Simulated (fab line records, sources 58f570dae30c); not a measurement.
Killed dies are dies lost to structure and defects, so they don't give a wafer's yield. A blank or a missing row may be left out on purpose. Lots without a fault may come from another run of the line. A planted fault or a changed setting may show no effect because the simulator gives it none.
One fault seen from 2 desks | flow berkeley_cmos170 | each desk has only its own numbers; what lay behind them comes last

THE TOOL OWNER'S DESK: lpcvd-02
The tool's own readings at UCB170_ACTIVE_CVD_05 (deposits Si3N4 from SiH2Cl2/NH3, target thk 220 nm, time 3300 s): means of the sampled wafers that have a number, for each lot that ran on this tool. A lot is out of limits, marked OUT, if its mean lies more than 4 standard deviations from the usual mean; the brackets give that distance.
Columns: A = pressure_mtorr at UCB170_ACTIVE_CVD_05, usual 200.0 mTorr; B = zone_power_source_pct at UCB170_ACTIVE_CVD_05, usual 20.8 %
lot  | first seen here | A                       | B
L499 | day 4 19:11     | 200.3                   | 22.4
L500 | day 4 19:11     | 199.4                   | 20.2
L502 | day 5 11:17     | 199.6                   | 22.4
L506 | day 6 09:47     | 199.7                   | 22.3
L511 | day 7 17:49     | 100.3 (-99 or more) OUT | 20.4
L512 | day 7 17:49     | 100.4 (-99 or more) OUT | 20.2
This desk's finding: out of limits on L511, L512; first on L511, day 7 17:49 (pressure_mtorr at UCB170_ACTIVE_CVD_05). In limits: L499, L500, L502, L506.

THE METROLOGY DESK
What the gauges read, lot by lot, whatever tool the lot ran on: means of the sampled wafers that have a number. A lot is out of limits, marked OUT, if its mean lies more than 4 standard deviations from the usual mean; the brackets give that distance.
Columns: A = ACTIVE_NITRIDE_THK at UCB170_ACTIVE_THK_MEAS_06, usual 221.0 nm; B = NVT_OVL at UCB170_NVT_OVL_MEAS_06, usual 0 nm; C = PVT_OVL at UCB170_PVT_OVL_MEAS_06, usual 2 nm; D = CONTACT_OVL at UCB170_CONTACT_OVL_MEAS_16, usual -2 nm
lot  | first seen here | A               | B  | C  | D
L495 | day 4 01:03     | 221.3           | -3 | 6  | -11
L496 | day 4 01:07     | 216.2           | -4 | 0  | 2
L497 | day 4 12:13     | 219.2           | 1  | -4 | -1
L500 | day 4 21:07     | 219.7           | 1  | 4  | -4
L499 | day 4 21:08     | 222.1           | 0  | 6  | -5
L502 | day 5 13:13     | 218.5           | 7  | 1  | 2
L503 | day 5 19:14     | 221.7           | -1 | 10 | -4
L505 | day 6 06:20     | 219.4           | 6  | -5 | -5
L506 | day 6 11:43     | 221.8           | 1  | -5 | -3
L508 | day 6 19:23     | 222.3           | 1  | 5  | 4
L511 | day 7 19:44     | 182.9 (-16) OUT | -5 | -2 | -1
L512 | day 7 19:44     | 183.0 (-16) OUT | -5 | 5  | -2
L515 | day 8 21:53     | 222.4           | 3  | -4 | -5
L514 | day 8 21:55     | 219.6           | -3 | 6  | 8
This desk's finding: out of limits on L511, L512; first on L511, day 7 19:44 (ACTIVE_NITRIDE_THK at UCB170_ACTIVE_THK_MEAS_06). In limits: L495, L496, L497, L500, L499, L502, L503, L505, L506, L508, L515, L514.

PUT TOGETHER
The tool owner's desk could have raised an alarm at day 7 17:49, on L511, L512.
The metrology desk could have raised an alarm at day 7 19:44, on L511, L512.
Of the lots named, all ran UCB170_ACTIVE_CVD_05 on lpcvd-02.

WHAT THE SIMULATOR HAD PUT IN
Process parameter drift: lpcvd-02, from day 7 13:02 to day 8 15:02, at UCB170_ACTIVE_CVD_05. Setting pressure_mtorr, moved by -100, from 200. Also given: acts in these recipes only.
Lots struck among those shown: L511, L512.
Hours from the fault's start to each desk's first reading out of limits: the tool owner's desk, 5; the metrology desk, 7.
